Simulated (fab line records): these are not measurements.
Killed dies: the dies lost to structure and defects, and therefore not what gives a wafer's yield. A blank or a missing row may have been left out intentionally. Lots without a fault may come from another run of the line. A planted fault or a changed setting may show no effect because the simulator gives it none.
fab line records || flow ritCmos
record {"lots": 13, "wafers": 39, "lastDay": 7}
route steps=202 shown NRETRO@62 GATE@76 NSD@141 M1@202
lots untouched by any fault: they come from a run of this same line in which no faults occurred
startH: hours from the record's opening day to when the first of the lot's shown wafers began || waitH: how many hours have passed since the lot's step before this one || " repeats the value in the row above || L1.1+2: several wafers, shown together as one row || - value missing, or start not given || * or withheld: withheld || < > ~ a bound
route shown NAME@n: names a module that has steps shown in the file, with the first one's number in the route || usual: mean and standard deviation over wafers with no fault || same: alike in all rows || chamber/n: place in a boat || sites: the reading at each site || _std_site: their standard deviation || _edge_site: outer sites' mean less inner sites' || radiusMm: for every site, how far away it sits from the centre of the wafer || mask NAME#n: copy n || behind: tool/chamber where the wafer was last shaped || hold: why the lot was held/for how many hours/how that ended || device: whichever transistor did not switch (one of n, p or np) || end of line: the tests these same wafers got at the end of their route || a step given without rows: its recipe and nothing more || killed: dies lost to structure and defects at the first sort, not the wafer's yield || map: per-die view of a wafer (x killed, . not killed, _ where there is no die)
set.NAME: the setting the step ran with; set.NAME@STEP: the setting that earlier step ran with || model.NAME: the simulator's own value behind a step, which no gauge read
route steps across a sampled set of lots; one table per step, one row per wafer
services: the hour from which a tool's chamber was out of use, counted from the record's first day as startH (under 0 if before that day), plus the number of hours and why
## steps
# step RIT_NRETRO_STRIP_09
# recipe {"chemistry": "O2", "timeS": 180, "resist": "NOVOLAK", "platenTempC": "withheld", "powerW": 500, "pressureMtorr": 4000, "o2FlowSccm": 4000}
# usual {"drypumpMotorCurrentA": "5.86/0.19", "o2FlowSccm": "4000/13"}
{"lot.wafer": "L165.1", "tool": "plasmaAsher-01", "chamber": 0, "startH": 36.95, "waitH": 0.1, "drypumpMotorCurrentA": 5.80, "o2FlowSccm": 4009, "rfHoursCounterH": 39}
{"lot.wafer": "L165.3", "tool": "plasmaAsher-01", "chamber": 0, "startH": 36.95, "waitH": 0.1, "drypumpMotorCurrentA": 5.83, "o2FlowSccm": 3998, "rfHoursCounterH": "-"}
{"lot.wafer": "L165.5", "tool": "plasmaAsher-01", "chamber": 0, "startH": 36.95, "waitH": 0.1, "drypumpMotorCurrentA": 5.79, "o2FlowSccm": 3989, "rfHoursCounterH": "-"}
{"lot.wafer": "L166.1", "tool": "plasmaAsher-04", "chamber": 1, "startH": 42.16, "waitH": 0.1, "drypumpMotorCurrentA": 6.17, "o2FlowSccm": 3993, "rfHoursCounterH": 24}
{"lot.wafer": "L166.4", "tool": "plasmaAsher-04", "chamber": 1, "startH": 42.16, "waitH": 0.1, "drypumpMotorCurrentA": 6.19, "o2FlowSccm": 3981, "rfHoursCounterH": "-"}
{"lot.wafer": "L166.5", "tool": "plasmaAsher-04", "chamber": 0, "startH": 42.16, "waitH": 0.1, "drypumpMotorCurrentA": 6.19, "o2FlowSccm": 3980, "rfHoursCounterH": "-"}
{"lot.wafer": "L167.3", "tool": "plasmaAsher-01", "chamber": 0, "startH": 50.28, "waitH": 0.1, "drypumpMotorCurrentA": 5.82, "o2FlowSccm": 3973, "rfHoursCounterH": "-"}
{"lot.wafer": "L167.4", "tool": "plasmaAsher-01", "chamber": 1, "startH": 50.28, "waitH": 0.1, "drypumpMotorCurrentA": 5.78, "o2FlowSccm": 3998, "rfHoursCounterH": "-"}
{"lot.wafer": "L167.6", "tool": "plasmaAsher-01", "chamber": 1, "startH": 50.28, "waitH": 0.1, "drypumpMotorCurrentA": 5.76, "o2FlowSccm": 3999, "rfHoursCounterH": "-"}
{"lot.wafer": "L169.1", "tool": "plasmaAsher-03", "chamber": 1, "startH": 61.35, "waitH": 0.1, "drypumpMotorCurrentA": 5.64, "o2FlowSccm": 3995, "rfHoursCounterH": 42}
{"lot.wafer": "L169.3", "tool": "plasmaAsher-03", "chamber": 1, "startH": 61.35, "waitH": 0.1, "drypumpMotorCurrentA": 5.64, "o2FlowSccm": 4002, "rfHoursCounterH": "-"}
{"lot.wafer": "L169.4", "tool": "plasmaAsher-03", "chamber": 0, "startH": 61.35, "waitH": 0.1, "drypumpMotorCurrentA": 5.77, "o2FlowSccm": 3989, "rfHoursCounterH": "-"}
{"lot.wafer": "L170.1", "tool": "plasmaAsher-03", "chamber": 1, "startH": 68.09, "waitH": 0.1, "drypumpMotorCurrentA": 5.66, "o2FlowSccm": 3995, "rfHoursCounterH": 42}
{"lot.wafer": "L170.3", "tool": "plasmaAsher-03", "chamber": 1, "startH": 68.09, "waitH": 0.1, "drypumpMotorCurrentA": 5.65, "o2FlowSccm": 4023, "rfHoursCounterH": "-"}
{"lot.wafer": "L170.6", "tool": "plasmaAsher-03", "chamber": 1, "startH": 68.09, "waitH": 0.1, "drypumpMotorCurrentA": 5.64, "o2FlowSccm": 3987, "rfHoursCounterH": "-"}
{"lot.wafer": "L171.1", "tool": "plasmaAsher-01", "chamber": 0, "startH": 73.18, "waitH": 0.1, "drypumpMotorCurrentA": 5.80, "o2FlowSccm": 4006, "rfHoursCounterH": 43}
{"lot.wafer": "L171.2", "tool": "plasmaAsher-01", "chamber": 1, "startH": 73.18, "waitH": 0.1, "drypumpMotorCurrentA": 5.77, "o2FlowSccm": 4016, "rfHoursCounterH": 43}
{"lot.wafer": "L171.3", "tool": "plasmaAsher-01", "chamber": 0, "startH": 73.18, "waitH": 0.1, "drypumpMotorCurrentA": 5.81, "o2FlowSccm": 3997, "rfHoursCounterH": "-"}
{"lot.wafer": "L174.3", "tool": "plasmaAsher-04", "chamber": 1, "startH": 84.14, "waitH": 0.1, "drypumpMotorCurrentA": 6.13, "o2FlowSccm": 4002, "rfHoursCounterH": "-"}
{"lot.wafer": "L174.4", "tool": "plasmaAsher-04", "chamber": 0, "startH": 84.14, "waitH": 0.1, "drypumpMotorCurrentA": 6.16, "o2FlowSccm": 3994, "rfHoursCounterH": "-"}
{"lot.wafer": "L174.6", "tool": "plasmaAsher-04", "chamber": 0, "startH": 84.14, "waitH": 0.1, "drypumpMotorCurrentA": 6.19, "o2FlowSccm": 3992, "rfHoursCounterH": "-"}
{"lot.wafer": "L176.2", "tool": "plasmaAsher-03", "chamber": 0, "startH": 92.09, "waitH": 0.1, "drypumpMotorCurrentA": 5.77, "o2FlowSccm": 3995, "rfHoursCounterH": 45}
{"lot.wafer": "L176.3", "tool": "plasmaAsher-03", "chamber": 1, "startH": 92.09, "waitH": 0.1, "drypumpMotorCurrentA": 5.63, "o2FlowSccm": 4010, "rfHoursCounterH": "-"}
{"lot.wafer": "L176.5", "tool": "plasmaAsher-03", "chamber": 1, "startH": 92.09, "waitH": 0.1, "drypumpMotorCurrentA": 5.65, "o2FlowSccm": 3997, "rfHoursCounterH": "-"}
{"lot.wafer": "L181.1", "tool": "plasmaAsher-01", "chamber": 0, "startH": 116.23, "waitH": 0.1, "drypumpMotorCurrentA": 5.79, "o2FlowSccm": 4016, "rfHoursCounterH": 48}
{"lot.wafer": "L181.3", "tool": "plasmaAsher-01", "chamber": 1, "startH": 116.23, "waitH": 0.1, "drypumpMotorCurrentA": 5.75, "o2FlowSccm": 4014, "rfHoursCounterH": "-"}
{"lot.wafer": "L181.6", "tool": "plasmaAsher-01", "chamber": 1, "startH": 116.23, "waitH": 0.1, "drypumpMotorCurrentA": 5.75, "o2FlowSccm": 4013, "rfHoursCounterH": "-"}
{"lot.wafer": "L182.2", "tool": "plasmaAsher-01", "chamber": 1, "startH": 122.42, "waitH": 0.1, "drypumpMotorCurrentA": 5.76, "o2FlowSccm": 4017, "rfHoursCounterH": 48}
{"lot.wafer": "L182.4", "tool": "plasmaAsher-01", "chamber": 1, "startH": 122.42, "waitH": 0.1, "drypumpMotorCurrentA": 5.77, "o2FlowSccm": 3994, "rfHoursCounterH": "-"}
{"lot.wafer": "L182.5", "tool": "plasmaAsher-01", "chamber": 0, "startH": 122.42, "waitH": 0.1, "drypumpMotorCurrentA": 5.83, "o2FlowSccm": 3992, "rfHoursCounterH": "-"}
{"lot.wafer": "L183.2", "tool": "plasmaAsher-04", "chamber": 1, "startH": 127.56, "waitH": 0.1, "drypumpMotorCurrentA": 6.18, "o2FlowSccm": 4030, "rfHoursCounterH": 33}
{"lot.wafer": "L183.3", "tool": "plasmaAsher-04", "chamber": 1, "startH": 127.56, "waitH": 0.1, "drypumpMotorCurrentA": 6.17, "o2FlowSccm": 4004, "rfHoursCounterH": "-"}
{"lot.wafer": "L183.5", "tool": "plasmaAsher-04", "chamber": 1, "startH": 127.56, "waitH": 0.1, "drypumpMotorCurrentA": 6.16, "o2FlowSccm": 4007, "rfHoursCounterH": "-"}
{"lot.wafer": "L186.1", "tool": "plasmaAsher-01", "chamber": 0, "startH": 141.77, "waitH": 0.1, "drypumpMotorCurrentA": 5.80, "o2FlowSccm": 3991, "rfHoursCounterH": 50}
{"lot.wafer": "L186.3", "tool": "plasmaAsher-01", "chamber": 1, "startH": 141.77, "waitH": 0.1, "drypumpMotorCurrentA": 5.76, "o2FlowSccm": 4016, "rfHoursCounterH": "-"}
{"lot.wafer": "L186.6", "tool": "plasmaAsher-01", "chamber": 0, "startH": 141.77, "waitH": 0.1, "drypumpMotorCurrentA": 5.80, "o2FlowSccm": 3974, "rfHoursCounterH": "-"}
{"lot.wafer": "L187.2", "tool": "plasmaAsher-01", "chamber": 1, "startH": 145.02, "waitH": 0.1, "drypumpMotorCurrentA": 5.77, "o2FlowSccm": 3990, "rfHoursCounterH": 51}
{"lot.wafer": "L187.4", "tool": "plasmaAsher-01", "chamber": 0, "startH": 145.02, "waitH": 0.1, "drypumpMotorCurrentA": 5.81, "o2FlowSccm": 3995, "rfHoursCounterH": "-"}
{"lot.wafer": "L187.5", "tool": "plasmaAsher-01", "chamber": 0, "startH": 145.02, "waitH": 0.1, "drypumpMotorCurrentA": 5.81, "o2FlowSccm": 3992, "rfHoursCounterH": "-"}
# step RIT_GATE_CLEAN_01
# recipe {"chemistry": "SC1", "mix": "3:3:50", "timeS": 600, "tempC": 75}
{"lot.wafer": "L165.1+3+5", "tool": "wetBench-02", "chamber": 0, "startH": 38.89, "waitH": 0.0}
{"lot.wafer": "L166.1+4+5", "tool": "wetBench-04", "chamber": 3, "startH": 44.13, "waitH": 0.0}
{"lot.wafer": "L167.3+4+6", "tool": "wetBench-02", "chamber": 1, "startH": 52.03, "waitH": 0.0}
{"lot.wafer": "L169.1+3+4", "tool": "wetBench-04", "chamber": 1, "startH": 63.16, "waitH": 0.0}
{"lot.wafer": "L170.1+3+6", "tool": "wetBench-04", "chamber": 2, "startH": 70.01, "waitH": 0.0}
{"lot.wafer": "L171.1+2+3", "tool": "wetBench-04", "chamber": 3, "startH": 75.14, "waitH": 0.0}
{"lot.wafer": "L174.3+4+6", "tool": "wetBench-03", "chamber": 1, "startH": 86.01, "waitH": 0.0}
{"lot.wafer": "L176.2+3+5", "tool": "wetBench-02", "chamber": 3, "startH": 94.03, "waitH": 0.0}
{"lot.wafer": "L181.1+3+6", "tool": "wetBench-02", "chamber": 3, "startH": 118.16, "waitH": 0.0}
{"lot.wafer": "L182.2+4+5", "tool": "wetBench-03", "chamber": 1, "startH": 124.36, "waitH": 0.0}
{"lot.wafer": "L183.2+3+5", "tool": "wetBench-03", "chamber": 1, "startH": 129.49, "waitH": 0.0}
{"lot.wafer": "L186.1+3+6", "tool": "wetBench-03", "chamber": 2, "startH": 143.70, "waitH": 0.0}
{"lot.wafer": "L187.2+4+5", "tool": "wetBench-02", "chamber": 0, "startH": 146.90, "waitH": 0.0}
# step RIT_GATE_OVL_MEAS_17
# usual {"GATE_OVL": "1.3/1.4"}
{"lot.wafer": "L165.1", "tool": "overlay-01", "chamber": "-", "startH": 44.13, "waitH": 0.1, "GATE_OVL[nm]": 1.4}
{"lot.wafer": "L165.3", "tool": "overlay-01", "chamber": "-", "startH": 44.13, "waitH": 0.1, "GATE_OVL[nm]": 2.6}
{"lot.wafer": "L165.5", "tool": "overlay-01", "chamber": "-", "startH": 44.13, "waitH": 0.1, "GATE_OVL[nm]": 1.5}
{"lot.wafer": "L166.1", "tool": "overlay-01", "chamber": "-", "startH": 55.48, "waitH": 0.1, "GATE_OVL[nm]": 2.3}
{"lot.wafer": "L166.4", "tool": "overlay-01", "chamber": "-", "startH": 55.48, "waitH": 0.1, "GATE_OVL[nm]": 1.7}
{"lot.wafer": "L166.5", "tool": "overlay-01", "chamber": "-", "startH": 55.48, "waitH": 0.1, "GATE_OVL[nm]": 0.8}
{"lot.wafer": "L167.3", "tool": "overlay-01", "chamber": "-", "startH": 61.39, "waitH": 0.1, "GATE_OVL[nm]": 3.1}
{"lot.wafer": "L167.4", "tool": "overlay-01", "chamber": "-", "startH": 61.39, "waitH": 0.1, "GATE_OVL[nm]": 3.4}
{"lot.wafer": "L167.6", "tool": "overlay-01", "chamber": "-", "startH": 61.39, "waitH": 0.1, "GATE_OVL[nm]": 2.5}
{"lot.wafer": "L169.1", "tool": "overlay-01", "chamber": "-", "startH": 70.44, "waitH": 0.1, "GATE_OVL[nm]": 2.1}
{"lot.wafer": "L169.3", "tool": "overlay-01", "chamber": "-", "startH": 70.44, "waitH": 0.1, "GATE_OVL[nm]": 2.0}
{"lot.wafer": "L169.4", "tool": "overlay-01", "chamber": "-", "startH": 70.44, "waitH": 0.1, "GATE_OVL[nm]": 1.3}
{"lot.wafer": "L170.1", "tool": "overlay-02", "chamber": "-", "startH": 78.27, "waitH": 0.1, "GATE_OVL[nm]": 0.5}
{"lot.wafer": "L170.3", "tool": "overlay-02", "chamber": "-", "startH": 78.27, "waitH": 0.1, "GATE_OVL[nm]": -1.3}
{"lot.wafer": "L170.6", "tool": "overlay-02", "chamber": "-", "startH": 78.27, "waitH": 0.1, "GATE_OVL[nm]": 0.1}
{"lot.wafer": "L171.1", "tool": "overlay-02", "chamber": "-", "startH": 83.16, "waitH": 0.1, "GATE_OVL[nm]": 2.2}
{"lot.wafer": "L171.2", "tool": "overlay-02", "chamber": "-", "startH": 83.16, "waitH": 0.1, "GATE_OVL[nm]": 3.6}
{"lot.wafer": "L171.3", "tool": "overlay-02", "chamber": "-", "startH": 83.16, "waitH": 0.1, "GATE_OVL[nm]": 0.7}
{"lot.wafer": "L174.3", "tool": "overlay-02", "chamber": "-", "startH": 93.63, "waitH": 0.1, "GATE_OVL[nm]": 3.8}
{"lot.wafer": "L174.4", "tool": "overlay-02", "chamber": "-", "startH": 93.63, "waitH": 0.1, "GATE_OVL[nm]": 1.2}
{"lot.wafer": "L174.6", "tool": "overlay-02", "chamber": "-", "startH": 93.63, "waitH": 0.1, "GATE_OVL[nm]": 3.9}
{"lot.wafer": "L176.2", "tool": "overlay-01", "chamber": "-", "startH": 101.80, "waitH": 0.1, "GATE_OVL[nm]": 1.7}
{"lot.wafer": "L176.3", "tool": "overlay-01", "chamber": "-", "startH": 101.80, "waitH": 0.1, "GATE_OVL[nm]": 1.1}
{"lot.wafer": "L176.5", "tool": "overlay-01", "chamber": "-", "startH": 101.80, "waitH": 0.1, "GATE_OVL[nm]": 2.4}
{"lot.wafer": "L181.1", "tool": "overlay-01", "chamber": "-", "startH": 126.33, "waitH": 0.1, "GATE_OVL[nm]": 3.7}
{"lot.wafer": "L181.3", "tool": "overlay-01", "chamber": "-", "startH": 126.33, "waitH": 0.1, "GATE_OVL[nm]": 2.0}
{"lot.wafer": "L181.6", "tool": "overlay-01", "chamber": "-", "startH": 126.33, "waitH": 0.1, "GATE_OVL[nm]": 0.7}
{"lot.wafer": "L182.2", "tool": "overlay-01", "chamber": "-", "startH": 131.77, "waitH": 0.1, "GATE_OVL[nm]": -0.4}
{"lot.wafer": "L182.4", "tool": "overlay-01", "chamber": "-", "startH": 131.77, "waitH": 0.1, "GATE_OVL[nm]": -1.8}
{"lot.wafer": "L182.5", "tool": "overlay-01", "chamber": "-", "startH": 131.77, "waitH": 0.1, "GATE_OVL[nm]": 0.3}
{"lot.wafer": "L183.2", "tool": "overlay-02", "chamber": "-", "startH": 134.11, "waitH": 0.1, "GATE_OVL[nm]": 1.7}
{"lot.wafer": "L183.3", "tool": "overlay-02", "chamber": "-", "startH": 134.11, "waitH": 0.1, "GATE_OVL[nm]": 2.4}
{"lot.wafer": "L183.5", "tool": "overlay-02", "chamber": "-", "startH": 134.11, "waitH": 0.1, "GATE_OVL[nm]": 1.2}
{"lot.wafer": "L186.1", "tool": "overlay-02", "chamber": "-", "startH": 148.33, "waitH": 0.1, "GATE_OVL[nm]": 1.3}
{"lot.wafer": "L186.3", "tool": "overlay-02", "chamber": "-", "startH": 148.33, "waitH": 0.1, "GATE_OVL[nm]": 0.7}
{"lot.wafer": "L186.6", "tool": "overlay-02", "chamber": "-", "startH": 148.33, "waitH": 0.1, "GATE_OVL[nm]": 3.1}
{"lot.wafer": "L187.2", "tool": "overlay-01", "chamber": "-", "startH": 152.86, "waitH": 0.1, "GATE_OVL[nm]": 1.9}
{"lot.wafer": "L187.4", "tool": "overlay-01", "chamber": "-", "startH": 152.86, "waitH": 0.1, "GATE_OVL[nm]": 1.1}
{"lot.wafer": "L187.5", "tool": "overlay-01", "chamber": "-", "startH": 152.86, "waitH": 0.1, "GATE_OVL[nm]": 1.7}
# step RIT_NSD_TW_MEAS_10
# usual {"NSD_TW": "3114/29"}
{"lot.wafer": "L165.1", "tool": "filmMetro-04", "chamber": "-", "startH": 58.02, "waitH": 0.1, "NSD_TW": 3135}
{"lot.wafer": "L165.3", "tool": "filmMetro-04", "chamber": "-", "startH": 58.02, "waitH": 0.1, "NSD_TW": 3148}
{"lot.wafer": "L165.5", "tool": "filmMetro-04", "chamber": "-", "startH": 58.02, "waitH": 0.1, "NSD_TW": 3130}
{"lot.wafer": "L166.1", "tool": "filmMetro-04", "chamber": "-", "startH": 68.25, "waitH": 0.1, "NSD_TW": 3139}
{"lot.wafer": "L166.4", "tool": "filmMetro-04", "chamber": "-", "startH": 68.25, "waitH": 0.1, "NSD_TW": 3152}
{"lot.wafer": "L166.5", "tool": "filmMetro-04", "chamber": "-", "startH": 68.25, "waitH": 0.1, "NSD_TW": 3143}
{"lot.wafer": "L167.3", "tool": "filmMetro-02", "chamber": "-", "startH": 72.79, "waitH": 0.1, "NSD_TW": 3104}
{"lot.wafer": "L167.4", "tool": "filmMetro-02", "chamber": "-", "startH": 72.79, "waitH": 0.1, "NSD_TW": 3091}
{"lot.wafer": "L167.6", "tool": "filmMetro-02", "chamber": "-", "startH": 72.79, "waitH": 0.1, "NSD_TW": 3079}
{"lot.wafer": "L169.1", "tool": "filmMetro-02", "chamber": "-", "startH": 82.15, "waitH": 0.1, "NSD_TW": 3101}
{"lot.wafer": "L169.3", "tool": "filmMetro-02", "chamber": "-", "startH": 82.15, "waitH": 0.1, "NSD_TW": 3078}
{"lot.wafer": "L169.4", "tool": "filmMetro-02", "chamber": "-", "startH": 82.15, "waitH": 0.1, "NSD_TW": 3107}
{"lot.wafer": "L170.1", "tool": "filmMetro-03", "chamber": "-", "startH": 89.09, "waitH": 0.1, "NSD_TW": 3104}
{"lot.wafer": "L170.3", "tool": "filmMetro-03", "chamber": "-", "startH": 89.09, "waitH": 0.1, "NSD_TW": 3137}
{"lot.wafer": "L170.6", "tool": "filmMetro-03", "chamber": "-", "startH": 89.09, "waitH": 0.1, "NSD_TW": 3108}
{"lot.wafer": "L171.1", "tool": "filmMetro-02", "chamber": "-", "startH": 95.04, "waitH": 0.1, "NSD_TW": 3073}
{"lot.wafer": "L171.2", "tool": "filmMetro-02", "chamber": "-", "startH": 95.04, "waitH": 0.1, "NSD_TW": 3089}
{"lot.wafer": "L171.3", "tool": "filmMetro-02", "chamber": "-", "startH": 95.04, "waitH": 0.1, "NSD_TW": 3090}
{"lot.wafer": "L174.3", "tool": "filmMetro-03", "chamber": "-", "startH": 104.80, "waitH": 0.1, "NSD_TW": 3102}
{"lot.wafer": "L174.4", "tool": "filmMetro-03", "chamber": "-", "startH": 104.80, "waitH": 0.1, "NSD_TW": 3104}
{"lot.wafer": "L174.6", "tool": "filmMetro-03", "chamber": "-", "startH": 104.80, "waitH": 0.1, "NSD_TW": 3083}
{"lot.wafer": "L176.2", "tool": "filmMetro-04", "chamber": "-", "startH": 113.37, "waitH": 0.1, "NSD_TW": 3173}
{"lot.wafer": "L176.3", "tool": "filmMetro-04", "chamber": "-", "startH": 113.37, "waitH": 0.1, "NSD_TW": 3155}
{"lot.wafer": "L176.5", "tool": "filmMetro-04", "chamber": "-", "startH": 113.37, "waitH": 0.1, "NSD_TW": 3171}
{"lot.wafer": "L181.1", "tool": "filmMetro-02", "chamber": "-", "startH": 137.86, "waitH": 0.1, "NSD_TW": 3101}
{"lot.wafer": "L181.3", "tool": "filmMetro-02", "chamber": "-", "startH": 137.86, "waitH": 0.1, "NSD_TW": 3091}
{"lot.wafer": "L181.6", "tool": "filmMetro-02", "chamber": "-", "startH": 137.86, "waitH": 0.1, "NSD_TW": 3083}
{"lot.wafer": "L182.2", "tool": "filmMetro-04", "chamber": "-", "startH": 142.71, "waitH": 0.1, "NSD_TW": 3154}
{"lot.wafer": "L182.4", "tool": "filmMetro-04", "chamber": "-", "startH": 142.71, "waitH": 0.1, "NSD_TW": 3157}
{"lot.wafer": "L182.5", "tool": "filmMetro-04", "chamber": "-", "startH": 142.71, "waitH": 0.1, "NSD_TW": 3159}
{"lot.wafer": "L183.2", "tool": "filmMetro-03", "chamber": "-", "startH": 144.96, "waitH": 0.1, "NSD_TW": 3121}
{"lot.wafer": "L183.3", "tool": "filmMetro-03", "chamber": "-", "startH": 144.96, "waitH": 0.1, "NSD_TW": 3109}
{"lot.wafer": "L183.5", "tool": "filmMetro-03", "chamber": "-", "startH": 144.96, "waitH": 0.1, "NSD_TW": 3120}
{"lot.wafer": "L186.1", "tool": "filmMetro-03", "chamber": "-", "startH": 159.33, "waitH": 0.1, "NSD_TW": 3097}
{"lot.wafer": "L186.3", "tool": "filmMetro-03", "chamber": "-", "startH": 159.33, "waitH": 0.1, "NSD_TW": 3098}
{"lot.wafer": "L186.6", "tool": "filmMetro-03", "chamber": "-", "startH": 159.33, "waitH": 0.1, "NSD_TW": 3105}
{"lot.wafer": "L187.2", "tool": "filmMetro-03", "chamber": "-", "startH": 164.55, "waitH": 0.1, "NSD_TW": 3096}
{"lot.wafer": "L187.4", "tool": "filmMetro-03", "chamber": "-", "startH": 164.55, "waitH": 0.1, "NSD_TW": 3109}
{"lot.wafer": "L187.5", "tool": "filmMetro-03", "chamber": "-", "startH": 164.55, "waitH": 0.1, "NSD_TW": 3110}
# step RIT_M1_PROBE_99
# usual {"killed_at_M0_to_M3": "0.0/0.083", "killedAtContacts": "0.1/0.36", "killedAtFrontEnd": "7/3.1", "killedDies": "7/3.1", "killedOpen": "3.6/2.1", "killedShort": "3.2/1.9"}
# same {"grossDies": 264, "killed_at_M4_up": 0, "killedAtBackSide": 0, "killedAtOther": 0}
{"lot.wafer": "L171.1", "tool": "prober-02", "chamber": "-", "startH": 104.77, "waitH": 0.1, "killed_at_M0_to_M3": 0, "killedAtContacts": 0, "killedAtFrontEnd": 44, "killedDies": 44, "killedOpen": 8, "killedShort": 6}
{"lot.wafer": "L171.2", "tool": "prober-02", "chamber": "-", "startH": 104.82, "waitH": 0.1, "killed_at_M0_to_M3": 0, "killedAtContacts": 0, "killedAtFrontEnd": 32, "killedDies": 32, "killedOpen": 2, "killedShort": 2}
{"lot.wafer": "L171.3", "tool": "prober-02", "chamber": "-", "startH": 104.87, "waitH": 0.2, "killed_at_M0_to_M3": 0, "killedAtContacts": 2, "killedAtFrontEnd": 34, "killedDies": 36, "killedOpen": 4, "killedShort": 4}
{"lot.wafer": "L174.3", "tool": "prober-01", "chamber": "-", "startH": 114.46, "waitH": 0.2, "killed_at_M0_to_M3": 0, "killedAtContacts": 0, "killedAtFrontEnd": 8, "killedDies": 8, "killedOpen": 6, "killedShort": 2}
{"lot.wafer": "L174.4", "tool": "prober-01", "chamber": "-", "startH": 114.51, "waitH": 0.2, "killed_at_M0_to_M3": 0, "killedAtContacts": 0, "killedAtFrontEnd": 5, "killedDies": 5, "killedOpen": 3, "killedShort": 2}
{"lot.wafer": "L174.6", "tool": "prober-01", "chamber": "-", "startH": 114.61, "waitH": 0.2, "killed_at_M0_to_M3": 0, "killedAtContacts": 0, "killedAtFrontEnd": 3, "killedDies": 3, "killedOpen": 2, "killedShort": 1}
{"lot.wafer": "L176.2", "tool": "prober-01", "chamber": "-", "startH": 122.85, "waitH": 0.1, "killed_at_M0_to_M3": 0, "killedAtContacts": 0, "killedAtFrontEnd": 9, "killedDies": 9, "killedOpen": 2, "killedShort": 7}
{"lot.wafer": "L176.3", "tool": "prober-01", "chamber": "-", "startH": 122.90, "waitH": 0.2, "killed_at_M0_to_M3": 0, "killedAtContacts": 0, "killedAtFrontEnd": 13, "killedDies": 13, "killedOpen": 9, "killedShort": 3}
{"lot.wafer": "L176.5", "tool": "prober-01", "chamber": "-", "startH": 123.00, "waitH": 0.2, "killed_at_M0_to_M3": 0, "killedAtContacts": 0, "killedAtFrontEnd": 5, "killedDies": 5, "killedOpen": 2, "killedShort": 2}
{"lot.wafer": "L183.2", "tool": "prober-02", "chamber": "-", "startH": 154.80, "waitH": 0.1, "killed_at_M0_to_M3": 0, "killedAtContacts": 0, "killedAtFrontEnd": 3, "killedDies": 3, "killedOpen": 2, "killedShort": 1}
{"lot.wafer": "L183.3", "tool": "prober-02", "chamber": "-", "startH": 154.85, "waitH": 0.2, "killed_at_M0_to_M3": 0, "killedAtContacts": 0, "killedAtFrontEnd": 4, "killedDies": 4, "killedOpen": 2, "killedShort": 2}
{"lot.wafer": "L183.5", "tool": "prober-02", "chamber": "-", "startH": 154.95, "waitH": 0.2, "killed_at_M0_to_M3": 0, "killedAtContacts": 0, "killedAtFrontEnd": 8, "killedDies": 8, "killedOpen": 5, "killedShort": 3}
{"lot.wafer": "L187.2", "tool": "prober-02", "chamber": "-", "startH": 173.87, "waitH": 0.1, "killed_at_M0_to_M3": 0, "killedAtContacts": 0, "killedAtFrontEnd": 10, "killedDies": 10, "killedOpen": 6, "killedShort": 4}
{"lot.wafer": "L187.4", "tool": "prober-02", "chamber": "-", "startH": 173.97, "waitH": 0.2, "killed_at_M0_to_M3": 0, "killedAtContacts": 0, "killedAtFrontEnd": 11, "killedDies": 11, "killedOpen": 4, "killedShort": 7}
{"lot.wafer": "L187.5", "tool": "prober-02", "chamber": "-", "startH": 174.02, "waitH": 0.2, "killed_at_M0_to_M3": 0, "killedAtContacts": 0, "killedAtFrontEnd": 12, "killedDies": 12, "killedOpen": 9, "killedShort": 3}
# killed by level:class
L171.1 GATE:unspecified=30 GATE:geometricParticle:open=3 GATE:geometricParticle:short=3 SPACER:geometricParticle:open=2 FOX1:geometricParticle:short=1 FOX2:geometricParticle:open=1 REOX:geometricParticle:open=1 SPACER:geometricParticle:short=1
L171.2 GATE:unspecified=28 FOX1:geometricParticle:open=1 REOX:geometricParticle:short=1 SPACER:geometricParticle:open=1 SPACER:geometricParticle:short=1
L171.3 GATE:unspecified=28 GATE:geometricParticle:short=2 REOX:geometricParticle:open=2 FOX1:geometricParticle:open=1 SPACER:geometricParticle:short=1 CONTACT:geometricParticle:open=1 CONTACT:geometricParticle:short=1
L174.3 GATE:geometricParticle:open=4 GATE:geometricParticle:short=2 REOX:geometricParticle:open=1 SILICIDE:geometricParticle:open=1
L174.4 GATE:geometricParticle:open=2 GATE:geometricParticle:short=1 REOX:geometricParticle:short=1 REOX:geometricParticle:open=1
L174.6 GATE:geometricParticle:open=2 FOX1:geometricParticle:short=1
L176.2 REOX:geometricParticle:short=2 SPACER:geometricParticle:short=2 FOX2:geometricParticle:short=1 GATE:geometricParticle:short=1 SPACER:geometricParticle:open=1 SILICIDE:geometricParticle:short=1 SILICIDE:geometricParticle:open=1
L176.3 SILICIDE:geometricParticle:open=4 REOX:geometricParticle:open=3 SPACER:geometricParticle:open=2 FOX1:geometricParticle:short=1 SPACER:geometricParticle:short=1 SILICIDE:geometricParticle:short=1 NWELL:coatMicrobubblePrinted=1
L176.5 SILICIDE:geometricParticle:short=2 GATE:geometricParticle:open=1 REOX:geometricParticle:open=1 NWELL:coatMicrobubblePrinted=1
L183.2 REOX:geometricParticle:open=2 GATE:geometricParticle:short=1
L183.3 FOX2:geometricParticle:short=1 GATE:geometricParticle:short=1 SPACER:geometricParticle:open=1 SILICIDE:geometricParticle:open=1
L183.5 REOX:geometricParticle:open=2 SPACER:geometricParticle:open=2 FOX1:geometricParticle:short=1 FOX2:geometricParticle:open=1 FOX2:geometricParticle:short=1 GATE:geometricParticle:short=1
L187.2 FOX2:geometricParticle:open=3 FOX2:geometricParticle:short=3 GATE:geometricParticle:open=3 STARTING-WAFER:geometricParticle:short=1
L187.4 GATE:geometricParticle:short=5 GATE:geometricParticle:open=2 SPACER:geometricParticle:open=2 FOX2:geometricParticle:short=1 SPACER:geometricParticle:short=1
L187.5 GATE:geometricParticle:open=5 FOX1:geometricParticle:open=1 FOX2:geometricParticle:open=1 GATE:geometricParticle:short=1 REOX:geometricParticle:short=1 SPACER:geometricParticle:short=1 SPACER:geometricParticle:open=1 SILICIDE:geometricParticle:open=1
## services
{"tool": "plasmaAsher-04", "chamber": "-", "startH": 105.75, "hours": 0.9, "kind": "repair"}
{"tool": "wetBench-04", "chamber": "-", "startH": 120.41, "hours": 1.9, "kind": "pm"}
## key
firstSign {"step": "RIT_M1_PROBE_99", "reading": "killedDies", "direction": "up", "sigmas": 10, "usual": 7, "struck": 37}
effect {"step": "RIT_M1_PROBE_99", "reading": "killedAtFrontEnd", "direction": "up", "sigmas": 9.6, "usual": 7, "struck": 37}
metAt RIT_GATE_CLEAN_01
struckLots L171
struckWafers L171.1,L171.2,L171.3
testerLeftOut L171
notActingAt RIT_NRETRO_STRIP_09,RIT_GATE_OVL_MEAS_17,RIT_NSD_TW_MEAS_10
onsetBetween 44.13 75.14
fault {"kind": "chamberParticleSource", "tool": "wetBench-04", "chamber": 3, "onsetH": 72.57, "steps": "RIT_GATE_CLEAN_01", "ratePerVisitCm2": 0.53313, "endH": 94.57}
# testerLeftOut: of these lots the tester's yield and bins aren't shown, on N5 and GAA mostly nor the transistor test; their killed dies are dies lost to structure and defects alone, not to doping, threshold or leakage, so they don't give the yield
